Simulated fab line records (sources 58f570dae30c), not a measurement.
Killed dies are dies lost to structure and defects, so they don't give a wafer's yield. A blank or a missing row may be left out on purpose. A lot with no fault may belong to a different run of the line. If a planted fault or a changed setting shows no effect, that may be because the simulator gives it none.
Which tool did it? || flow berkeley cmos170 || 14 lots, 42 wafers sampled, at 5 steps of a route of 331

## WHAT EACH GAUGE READ, for each wafer
UCB170_SACOX_THK_MEAS_02. Usual: for SACOX_OXIDE_THK the level is 14.26 nm and the standard deviation is 0.27.
{"lot": "L805", "measured": "day 4 17:57", "on": "film metro-02", "SACOX_OXIDE_THK (nm)": "13.99 14.38 14.31", "flag": ""}
{"lot": "L806", "measured": "day 5 03:19", "on": "film metro-01", "SACOX_OXIDE_THK (nm)": "14.84 14.61 14.51", "flag": ""}
{"lot": "L807", "measured": "day 5 12:14", "on": "film metro-02", "SACOX_OXIDE_THK (nm)": "14.60 14.61 14.35", "flag": ""}
{"lot": "L810", "measured": "day 5 23:53", "on": "film metro-01", "SACOX_OXIDE_THK (nm)": "14.16 14.29 13.92", "flag": ""}
{"lot": "L808", "measured": "day 5 23:53", "on": "film metro-03", "SACOX_OXIDE_THK (nm)": "14.02 14.08 14.24", "flag": ""}
{"lot": "L809", "measured": "day 5 23:53", "on": "film metro-02", "SACOX_OXIDE_THK (nm)": "14.32 14.47 14.26", "flag": ""}
{"lot": "L811", "measured": "day 6 05:21", "on": "film metro-02", "SACOX_OXIDE_THK (nm)": "14.25 14.31 14.42", "flag": ""}
{"lot": "L814", "measured": "day 6 20:46", "on": "film metro-03", "SACOX_OXIDE_THK (nm)": "14.40 14.23 14.47", "flag": ""}
{"lot": "L817", "measured": "day 7 07:51", "on": "film metro-02", "SACOX_OXIDE_THK (nm)": "14.38 14.18 14.22", "flag": ""}
{"lot": "L818", "measured": "day 7 07:52", "on": "film metro-01", "SACOX_OXIDE_THK (nm)": "14.18 14.29 14.34", "flag": ""}
{"lot": "L819", "measured": "day 7 22:55", "on": "film metro-02", "SACOX_OXIDE_THK (nm)": "14.45 14.53 14.33", "flag": ""}
{"lot": "L822", "measured": "day 8 15:56", "on": "film metro-03", "SACOX_OXIDE_THK (nm)": "14.18 14.09 14.30", "flag": ""}
{"lot": "L823", "measured": "day 8 15:58", "on": "film metro-01", "SACOX_OXIDE_THK (nm)": "14.43 14.25 14.25", "flag": ""}
{"lot": "L825", "measured": "day 9 10:34", "on": "film metro-02", "SACOX_OXIDE_THK (nm)": "14.12 13.82 13.78", "flag": ""}

UCB170_SCREENOX_THK_MEAS_02. Usual: for SCREENOX_OXIDE_THK the level is 14.2 nm and the standard deviation is 0.31.
{"lot": "L805", "measured": "day 4 22:40", "on": "film metro-01", "SCREENOX_OXIDE_THK (nm)": "14.1 14.4 14.3", "flag": ""}
{"lot": "L806", "measured": "day 5 08:55", "on": "film metro-02", "SCREENOX_OXIDE_THK (nm)": "14.5 14.0 14.0", "flag": ""}
{"lot": "L807", "measured": "day 5 16:30", "on": "film metro-02", "SCREENOX_OXIDE_THK (nm)": "13.7 13.7 13.8", "flag": ""}
{"lot": "L810", "measured": "day 6 02:53", "on": "film metro-04", "SCREENOX_OXIDE_THK (nm)": "14.3 14.1 14.5", "flag": ""}
{"lot": "L808", "measured": "day 6 02:58", "on": "film metro-04", "SCREENOX_OXIDE_THK (nm)": "14.0 14.1 13.9", "flag": ""}
{"lot": "L809", "measured": "day 6 02:56", "on": "film metro-02", "SCREENOX_OXIDE_THK (nm)": "13.6 13.9 13.8", "flag": ""}
{"lot": "L811", "measured": "day 6 09:36", "on": "film metro-02", "SCREENOX_OXIDE_THK (nm)": "13.8 14.0 14.1", "flag": ""}
{"lot": "L814", "measured": "day 7 02:37", "on": "film metro-02", "SCREENOX_OXIDE_THK (nm)": "14.5 14.4 14.4", "flag": ""}
{"lot": "L817", "measured": "day 7 10:52", "on": "film metro-02", "SCREENOX_OXIDE_THK (nm)": "14.4 14.5 14.3", "flag": ""}
{"lot": "L818", "measured": "day 7 10:52", "on": "film metro-01", "SCREENOX_OXIDE_THK (nm)": "13.6 13.7 13.8", "flag": ""}
{"lot": "L819", "measured": "day 8 03:25", "on": "film metro-04", "SCREENOX_OXIDE_THK (nm)": "14.2 14.1 13.9", "flag": ""}
{"lot": "L822", "measured": "day 8 18:57", "on": "film metro-01", "SCREENOX_OXIDE_THK (nm)": "14.3 14.3 14.2", "flag": ""}
{"lot": "L823", "measured": "day 8 18:59", "on": "film metro-04", "SCREENOX_OXIDE_THK (nm)": "13.8 13.9 13.9", "flag": ""}
{"lot": "L825", "measured": "day 9 15:10", "on": "film metro-02", "SCREENOX_OXIDE_THK (nm)": "13.8 14.0 13.7", "flag": ""}

UCB170_FIELD_THK_MEAS_91. Usual: for FIELD_OXIDE_LEFT_2_THK the level is 347 nm and the standard deviation is 9.5.
{"lot": "L805", "measured": "day 5 10:59", "on": "film metro-03", "FIELD_OXIDE_LEFT_2_THK (nm)": "360 353 357", "flag": ""}
{"lot": "L806", "measured": "day 5 15:32", "on": "film metro-02", "FIELD_OXIDE_LEFT_2_THK (nm)": "324 337 337", "flag": ""}
{"lot": "L807", "measured": "day 6 03:00", "on": "film metro-03", "FIELD_OXIDE_LEFT_2_THK (nm)": "348 336 346", "flag": ""}
{"lot": "L810", "measured": "day 6 09:15", "on": "film metro-03", "FIELD_OXIDE_LEFT_2_THK (nm)": "346 346 351", "flag": ""}
{"lot": "L808", "measured": "day 6 09:44", "on": "film metro-02", "FIELD_OXIDE_LEFT_2_THK (nm)": "351 355 343", "flag": ""}
{"lot": "L809", "measured": "day 6 09:49", "on": "film metro-03", "FIELD_OXIDE_LEFT_2_THK (nm)": "337 357 352", "flag": ""}
{"lot": "L811", "measured": "day 6 19:22", "on": "film metro-04", "FIELD_OXIDE_LEFT_2_THK (nm)": "344 360 352", "flag": ""}
{"lot": "L814", "measured": "day 7 11:13", "on": "film metro-04", "FIELD_OXIDE_LEFT_2_THK (nm)": "342 339 348", "flag": ""}
{"lot": "L817", "measured": "day 7 19:45", "on": "film metro-03", "FIELD_OXIDE_LEFT_2_THK (nm)": "333 342 338", "flag": ""}
{"lot": "L818", "measured": "day 7 19:42", "on": "film metro-03", "FIELD_OXIDE_LEFT_2_THK (nm)": "339 336 342", "flag": ""}
{"lot": "L819", "measured": "day 8 14:53", "on": "film metro-02", "FIELD_OXIDE_LEFT_2_THK (nm)": "347 350 358", "flag": ""}
{"lot": "L822", "measured": "day 9 01:52", "on": "film metro-02", "FIELD_OXIDE_LEFT_2_THK (nm)": "365 346 364", "flag": ""}
{"lot": "L823", "measured": "day 9 02:51", "on": "film metro-03", "FIELD_OXIDE_LEFT_2_THK (nm)": "364 355 357", "flag": ""}
{"lot": "L825", "measured": "day 10 00:43", "on": "film metro-04", "FIELD_OXIDE_LEFT_2_THK (nm)": "345 340 342", "flag": ""}

## WHICH TOOL RAN EACH LOT (tool, then ch and the chambers of the sampled wafers, then the start)
{"lot": "L805", "UCB170_PVT_COAT_01": "litho track-02 ch 0, day 5 09:37", "UCB170_PVT_STRIP_08": "plasma asher-01 ch 0,1, day 5 10:46"}
{"lot": "L806", "UCB170_PVT_COAT_01": "litho track-03 ch 0, day 5 13:56", "UCB170_PVT_STRIP_08": "plasma asher-02 ch 0,1, day 5 15:19"}
{"lot": "L807", "UCB170_PVT_COAT_01": "litho track-03 ch 0, day 6 01:13", "UCB170_PVT_STRIP_08": "plasma asher-04 ch 0,1, day 6 02:46"}
{"lot": "L810", "UCB170_PVT_COAT_01": "litho track-04 ch 0, day 6 07:45", "UCB170_PVT_STRIP_08": "plasma asher-04 ch 0,1, day 6 09:02"}
{"lot": "L808", "UCB170_PVT_COAT_01": "litho track-02 ch 0, day 6 08:15", "UCB170_PVT_STRIP_08": "plasma asher-02 ch 0,1, day 6 09:31"}
{"lot": "L809", "UCB170_PVT_COAT_01": "litho track-03 ch 0, day 6 08:17", "UCB170_PVT_STRIP_08": "plasma asher-01 ch 0,1, day 6 09:35"}
{"lot": "L811", "UCB170_PVT_COAT_01": "litho track-02 ch 0, day 6 18:05", "UCB170_PVT_STRIP_08": "plasma asher-04 ch 0,1, day 6 19:08"}
{"lot": "L814", "UCB170_PVT_COAT_01": "litho track-03 ch 0, day 7 09:40", "UCB170_PVT_STRIP_08": "plasma asher-04 ch 0,1, day 7 10:59"}
{"lot": "L817", "UCB170_PVT_COAT_01": "litho track-04 ch 0, day 7 16:10", "UCB170_PVT_STRIP_08": "plasma asher-04 ch 0,1, day 7 17:55"}
{"lot": "L818", "UCB170_PVT_COAT_01": "litho track-03 ch 0, day 7 16:12", "UCB170_PVT_STRIP_08": "plasma asher-02 ch 0,1, day 7 17:38"}
{"lot": "L819", "UCB170_PVT_COAT_01": "litho track-02 ch 0, day 8 13:01", "UCB170_PVT_STRIP_08": "plasma asher-04 ch 0,1, day 8 14:39"}
{"lot": "L822", "UCB170_PVT_COAT_01": "litho track-04 ch 0, day 9 00:14", "UCB170_PVT_STRIP_08": "plasma asher-02 ch 0,1, day 9 01:40"}
{"lot": "L823", "UCB170_PVT_COAT_01": "litho track-04 ch 0, day 9 01:05", "UCB170_PVT_STRIP_08": "plasma asher-01 ch 0,1, day 9 02:38"}
{"lot": "L825", "UCB170_PVT_COAT_01": "litho track-02 ch 0, day 9 23:19", "UCB170_PVT_STRIP_08": "plasma asher-02 ch 0,1, day 10 00:31"}
- UCB170_PVT_COAT_01: resist thk 900 nm.
- UCB170_PVT_STRIP_08: strips in O2.

## WHAT THE TOOLS THEMSELVES READ (means of the sampled wafers that have a number; where no wafer has one, the mark that the record gives instead)
UCB170_PVT_COAT_01. Usual: exhaust pa 45.0 Pa, standard deviation 1; spin speed rpm 1500.1 rpm, standard deviation 1.3.
{"lot": "L805", "tool": "litho track-02", "exhaust pa (Pa)": 45.8, "spin speed rpm (rpm)": 1499.9, "flag": ""}
{"lot": "L806", "tool": "litho track-03", "exhaust pa (Pa)": 45.6, "spin speed rpm (rpm)": 1500.8, "flag": ""}
{"lot": "L807", "tool": "litho track-03", "exhaust pa (Pa)": 44.5, "spin speed rpm (rpm)": 1499.3, "flag": ""}
{"lot": "L810", "tool": "litho track-04", "exhaust pa (Pa)": 43.2, "spin speed rpm (rpm)": 1500.2, "flag": ""}
{"lot": "L808", "tool": "litho track-02", "exhaust pa (Pa)": 46.0, "spin speed rpm (rpm)": 1499.7, "flag": ""}
{"lot": "L809", "tool": "litho track-03", "exhaust pa (Pa)": 44.9, "spin speed rpm (rpm)": 1499.6, "flag": ""}
{"lot": "L811", "tool": "litho track-02", "exhaust pa (Pa)": 45.5, "spin speed rpm (rpm)": 1500.2, "flag": ""}
{"lot": "L814", "tool": "litho track-03", "exhaust pa (Pa)": 45.0, "spin speed rpm (rpm)": 1639.1, "flag": "OFF"}
{"lot": "L817", "tool": "litho track-04", "exhaust pa (Pa)": 44.8, "spin speed rpm (rpm)": 1500.0, "flag": ""}
{"lot": "L818", "tool": "litho track-03", "exhaust pa (Pa)": 44.8, "spin speed rpm (rpm)": 1641.0, "flag": "OFF"}
{"lot": "L819", "tool": "litho track-02", "exhaust pa (Pa)": 45.5, "spin speed rpm (rpm)": 1501.8, "flag": ""}
{"lot": "L822", "tool": "litho track-04", "exhaust pa (Pa)": 44.6, "spin speed rpm (rpm)": 1498.5, "flag": ""}
{"lot": "L823", "tool": "litho track-04", "exhaust pa (Pa)": 43.6, "spin speed rpm (rpm)": 1500.5, "flag": ""}
{"lot": "L825", "tool": "litho track-02", "exhaust pa (Pa)": 43.6, "spin speed rpm (rpm)": 1500.6, "flag": ""}

UCB170_PVT_STRIP_08. Usual: drypump motor current A 6.0 A, standard deviation 0.43; o2 flow sccm 399.8 sccm, standard deviation 1.2; oes product au 0.735 a.u., standard deviation 0.0043; strip time to endpoint s 21.64 s, standard deviation 0.063.
{"lot": "L805", "tool": "plasma asher-01", "drypump motor current A (A)": 6.1, "o2 flow sccm (sccm)": 400.4, "oes product au (a.u.)": 0.738, "strip time to endpoint s (s)": 21.67, "flag": ""}
{"lot": "L806", "tool": "plasma asher-02", "drypump motor current A (A)": 5.8, "o2 flow sccm (sccm)": 400.0, "oes product au (a.u.)": 0.736, "strip time to endpoint s (s)": 21.57, "flag": ""}
{"lot": "L807", "tool": "plasma asher-04", "drypump motor current A (A)": 6.1, "o2 flow sccm (sccm)": 400.8, "oes product au (a.u.)": 0.733, "strip time to endpoint s (s)": 21.67, "flag": ""}
{"lot": "L810", "tool": "plasma asher-04", "drypump motor current A (A)": 6.4, "o2 flow sccm (sccm)": 399.8, "oes product au (a.u.)": 0.735, "strip time to endpoint s (s)": 21.58, "flag": ""}
{"lot": "L808", "tool": "plasma asher-02", "drypump motor current A (A)": 5.7, "o2 flow sccm (sccm)": 400.7, "oes product au (a.u.)": 0.739, "strip time to endpoint s (s)": 21.64, "flag": ""}
{"lot": "L809", "tool": "plasma asher-01", "drypump motor current A (A)": 6.1, "o2 flow sccm (sccm)": 401.0, "oes product au (a.u.)": 0.735, "strip time to endpoint s (s)": 21.71, "flag": ""}
{"lot": "L811", "tool": "plasma asher-04", "drypump motor current A (A)": 6.4, "o2 flow sccm (sccm)": 399.2, "oes product au (a.u.)": 0.735, "strip time to endpoint s (s)": 21.70, "flag": ""}
{"lot": "L814", "tool": "plasma asher-04", "drypump motor current A (A)": 6.4, "o2 flow sccm (sccm)": 399.8, "oes product au (a.u.)": 0.735, "strip time to endpoint s (s)": 20.69, "flag": "OFF"}
{"lot": "L817", "tool": "plasma asher-04", "drypump motor current A (A)": 6.4, "o2 flow sccm (sccm)": 400.8, "oes product au (a.u.)": 0.737, "strip time to endpoint s (s)": 21.49, "flag": ""}
{"lot": "L818", "tool": "plasma asher-02", "drypump motor current A (A)": 5.7, "o2 flow sccm (sccm)": 399.7, "oes product au (a.u.)": 0.731, "strip time to endpoint s (s)": 20.73, "flag": "OFF"}
{"lot": "L819", "tool": "plasma asher-04", "drypump motor current A (A)": 6.1, "o2 flow sccm (sccm)": 400.5, "oes product au (a.u.)": 0.736, "strip time to endpoint s (s)": 21.61, "flag": ""}
{"lot": "L822", "tool": "plasma asher-02", "drypump motor current A (A)": 5.7, "o2 flow sccm (sccm)": 398.1, "oes product au (a.u.)": 0.739, "strip time to endpoint s (s)": 21.71, "flag": ""}
{"lot": "L823", "tool": "plasma asher-01", "drypump motor current A (A)": 5.7, "o2 flow sccm (sccm)": 400.4, "oes product au (a.u.)": 0.734, "strip time to endpoint s (s)": 21.67, "flag": ""}
{"lot": "L825", "tool": "plasma asher-02", "drypump motor current A (A)": 5.7, "o2 flow sccm (sccm)": 399.8, "oes product au (a.u.)": 0.737, "strip time to endpoint s (s)": 21.72, "flag": ""}

## THE ANSWER, worked out from the rows above alone
Rule: take the mean of a lot's wafers that have a number; if it is more than 3 standard deviations from the usual mean, the lot is off. A lot without any number at a reading at which 4 lots or more have one is off too. All remaining lots with rows at the step are treated as sound. After the gauges, taken in route order, come the tools' own readings; for these a lot's mean is taken, as printed above. At the first step where some lot is off, the reading lying furthest off is the one used; lots without a number count as furthest.
Off at UCB170_PVT_COAT_01 (spin speed rpm): L814, L818.
A tool fits if, at that step or a process step before it, it ran every lot that is off, and no sound lot after the first of them. One fits: UCB170_PVT_COAT_01 on litho track-03. Its last sound lot is L809 (day 6 08:17), its first lot that is off L814 (day 7 09:40): a fault that began between those two fits.
The tool's own readings at UCB170_PVT_COAT_01 bear it out: on the lots that are off they differ by more than 5 times the standard deviation of the sound lots' means. spin speed rpm reads 1640.0 rpm there against 1500.1 rpm on the sound lots.

## WHAT THE SIMULATOR HAD PUT IN
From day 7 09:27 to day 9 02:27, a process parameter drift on litho track-03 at UCB170_PVT_COAT_01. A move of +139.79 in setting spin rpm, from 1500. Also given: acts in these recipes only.
Struck lots among those shown: L814, L818. The rule above reached the same finding.
